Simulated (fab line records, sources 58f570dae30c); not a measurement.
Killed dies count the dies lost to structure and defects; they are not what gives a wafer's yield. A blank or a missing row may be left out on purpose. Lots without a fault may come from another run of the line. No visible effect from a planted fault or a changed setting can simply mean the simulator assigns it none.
Problem report, 8D (eight disciplines) form, completed by code | flow berkeley-cmos170 | the parts of the form that need people (team, actions taken, sign-off) are left out

## 1. THE PROBLEM
A mean of 0.774 a.u. is read at UCB170_M2_ETCH_17 for oes-product-au, taken on 1 wafer of 1 lot, against 1.005 a.u. (standard deviation 0.017) on wafers free of any fault. Measured from the usual mean, that is -14 standard deviations.
The step: etches BARC in N2/H2.
Seen first at day 11 05:24 on rie-diel-03, wafer L772.1. The record has a number at this step for 15 wafers belonging to 5 lots. By rule, "out" or "out of limits" means more than 4 standard deviations away from the usual mean. Any other wafer with a number is counted as sound.

## 2. WHAT THIS IS AND IS NOT
question                    | is                | is not
which readings at this step | oes-product-au    | drypump-motor-current-A, h2-flow-sccm, throttle-valve-pct
which lots                  | L772              | L767, L776, L777, L783
which wafers of those lots  | L772.1            | L772.2, L772.5
read on which tools         | rie-diel-03       | rie-diel-01, rie-diel-02
when                        | from day 11 05:24 | up to then (5 sound wafers); but 9 sound wafers of L776, L777, L783 came after

## 3. WHAT RULES OUT EACH SUSPECT
Counting: if a tool at a process step up to the reading ran every lot that is out, it stays a suspect. Sound lots after the first of them don't rule it out here, since some wafers of a struck lot are sound.
- plasma-asher-02 at UCB170_M2_STRIP_07 (strips in O2): kept. L772, the lot that is out, went through it at day 11 02:43; up to then, the latest sound lot through it was L767 at day 9 16:49.
- rie-diel-03 at UCB170_M2_ETCH_17 (etches BARC in N2/H2): kept. L772, the lot that is out, went through it at day 11 05:24; up to then, the latest sound lot through it was L767 at day 9 19:06. Its own readings are out on those wafers: oes-product-au.
- Within plasma-asher-02 at UCB170_M2_STRIP_07, the wafers that are out were processed in chamber 1 and their sound lot-mates in chamber 0.
- rie-diel-03, UCB170_M2_ETCH_17: wafers that are out in chamber 3, sound lot-mates in chambers 0, 1.
Left after counting: plasma-asher-02 at UCB170_M2_STRIP_07, rie-diel-03 at UCB170_M2_ETCH_17.

## 4. THE CAUSE (what the simulator had put in)
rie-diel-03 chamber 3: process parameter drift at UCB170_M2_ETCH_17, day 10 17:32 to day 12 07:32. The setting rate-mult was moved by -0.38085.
2 suspects survive the count, and this tool is in that group.

## 5. SEQUENCE OF EFFECTS, ordered by route
One row per reading whose mean, taken over the struck wafers that have a number, lies over 3 standard deviations from the usual. Scope: only readings with a usual standard deviation given in the record; hours: median across lots of the time from each lot's start at the first step in this table that gives one to its start at this step; sigmas: change in usual standard deviations.
hours | step              | reading        | usual      | on struck wafers | change | sigmas
0     | UCB170_M2_ETCH_17 | oes-product-au | 1.005 a.u. | 0.774            | -0.231 | -14
Its process steps:
- UCB170_M2_ETCH_17: etches BARC in N2/H2.

## 6. HOW IT WOULD HAVE BEEN CAUGHT EARLIER
First out-of-limits reading in this record: day 11 05:24, which is 12 hours after fault onset at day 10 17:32.
